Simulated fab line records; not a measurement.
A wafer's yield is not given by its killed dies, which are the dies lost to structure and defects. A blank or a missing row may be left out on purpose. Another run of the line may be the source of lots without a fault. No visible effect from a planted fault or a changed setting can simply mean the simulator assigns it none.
A struck lot beside a sound one ; flow rit cmos ; 14 out of 202 route steps
Sound: these wafers, L555.1, L555.2, L555.6. The struck wafers were L559.1, L559.2, L559.5. Last of all comes the cause.
Each step with rows lists, per side, the tool, then ch with its chambers, then its first start. Under that, the readings that differ: sound wafers ; struck wafers ; difference of the means ; sigmas: that difference in standard deviations of wafers without a fault.
alike: same words and numbers on both sides, and readings whose means sit less than 2 such deviations apart. not compared: any withheld reading, any reading some wafer has no value for, any bound like >300 that may hide the same value, and any number with overlapping values for which the record gives no deviation.
Wherever a step has rows on one side only, a row that says differs or no value, or a row with sigmas, the two part there. Numbers that don't overlap but have no deviation are shown without sigmas and don't part them. A reading missing from all wafers of one side parts the sides only when that side holds two or more wafers.

first, 3 steps without rows for these wafers: RIT_NLDD_EXPOSE_03 (exposes mask M7, target cd 40700 nm); RIT_NLDD_PEB_04; RIT_NLDD_DEVELOP_05 (develop time 50 s).
RIT_NLDD_OVL_MEAS_06:
  struck on overlay-02, day 6 22:58; sound on overlay-02, day 6 09:04
  alike: NLDD_OVL
then, 2 steps without rows for these wafers: RIT_NLDD_HARDBAKE_07 (time 60 s); RIT_NLDD_IMPLANT_08.
RIT_NLDD_STRIP_09: strips in O2, time 180 s.
  sound on plasma asher-02 ch 0,1, day 6 09:24; struck on plasma asher-01 ch 0,1, day 6 23:17
  alike: drypump motor current A
  not compared: rf hours counter h
RIT_NLDD_TW_MEAS_10:
  struck on film metro-03, day 6 23:28; sound on film metro-03, day 6 09:35
  alike: NLDD_TW
then, 4 steps without rows for these wafers: RIT_PLDD_HMDS_00 (prime time 60 s); RIT_PLDD_COAT_01 (resist thk 1000 nm); RIT_PLDD_SOFTBAKE_02 (time 60 s); RIT_PLDD_EXPOSE_03 (exposes mask M8, target cd 40900 nm).
RIT_PLDD_PEB_04:
  struck on litho track-01, day 7 00:23; sound on litho track-01 ch 0, day 6 10:39
reading;sound;struck;difference;sigmas
exhaust pa (Pa);44.7 45.0 44.4;- - -;no value on the struck wafers;
  not compared: chill plate temp C
then, 1 step without rows for these wafers: RIT_PLDD_DEVELOP_05 (develop time 50 s).

WHERE THEY PART
Only at RIT_PLDD_PEB_04, as far as this record shows.

WHY: what had been put in by the simulator
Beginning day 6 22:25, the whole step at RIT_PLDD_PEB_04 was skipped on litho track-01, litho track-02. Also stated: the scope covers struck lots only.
